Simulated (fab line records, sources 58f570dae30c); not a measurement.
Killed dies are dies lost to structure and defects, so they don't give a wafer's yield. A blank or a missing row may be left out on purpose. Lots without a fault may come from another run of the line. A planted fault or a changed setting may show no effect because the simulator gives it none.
Which tool did it? | flow berkeley_cmos170 | 6 lots, 18 wafers sampled, at 2 steps of a route of 331

WHAT THE GAUGES READ, wafer by wafer
UCB170_SPACER_THK_MEAS_01.
lot  | measured     | on            | SPACER_TEOS_THK (nm)
L496 | day 6 10:07  | film_metro-01 | 373 379 376
L499 | day 7 11:11  | film_metro-01 | 383 377 280
L507 | day 8 16:23  | film_metro-02 | 362 369 379
L510 | day 9 22:36  | film_metro-03 | 377 376 375
L512 | day 10 06:23 | film_metro-01 | 378 375 377
L513 | day 10 07:20 | film_metro-02 | 371 370 378

WHICH TOOL RAN EACH LOT (tool, then ch and the chambers of the sampled wafers, then the start)
lot  | UCB170_SPACER_CVD_00
L496 | pecvd-04 ch 0,1,2, day 6 10:04
L499 | pecvd-04 ch 0,1,2, day 7 11:08
L507 | pecvd-03 ch 0,2, day 8 16:19
L510 | pecvd-03 ch 0,2, day 9 22:32
L512 | pecvd-04 ch 0,1, day 10 06:20
L513 | pecvd-04 ch 1,2, day 10 07:17
- UCB170_SPACER_CVD_00: deposits SiO2 from TEOS/O2, target thk 376 nm, time 47 s.

THE ANSWER, worked out from the rows above alone
Rule: what is usual is taken from the lots themselves. Put in order of their means at a reading, lots are off if they are a third of the lots or fewer, leave a main group of 4 or more, and stand apart from it by a gap of 3 or more times the standard deviation of the main group's means; of several such gaps the widest counts. A main group whose means are all the same, to the digits that the tables above print for the reading, isn't used. A lot without any number at a reading at which 4 lots or more have one is off too. The other lots that the step has rows for count as sound.
Off: L499, at UCB170_SPACER_THK_MEAS_01 (SPACER_TEOS_THK). The main group: mean 374 nm, standard deviation 2.5.
A tool fits if, at a process step before that reading, it ran every lot that is off, and no sound lot after the first of them. The gauges at UCB170_SPACER_THK_MEAS_01 are tried like those tools. None of those tried fits.

WHAT THE SIMULATOR HAD PUT IN
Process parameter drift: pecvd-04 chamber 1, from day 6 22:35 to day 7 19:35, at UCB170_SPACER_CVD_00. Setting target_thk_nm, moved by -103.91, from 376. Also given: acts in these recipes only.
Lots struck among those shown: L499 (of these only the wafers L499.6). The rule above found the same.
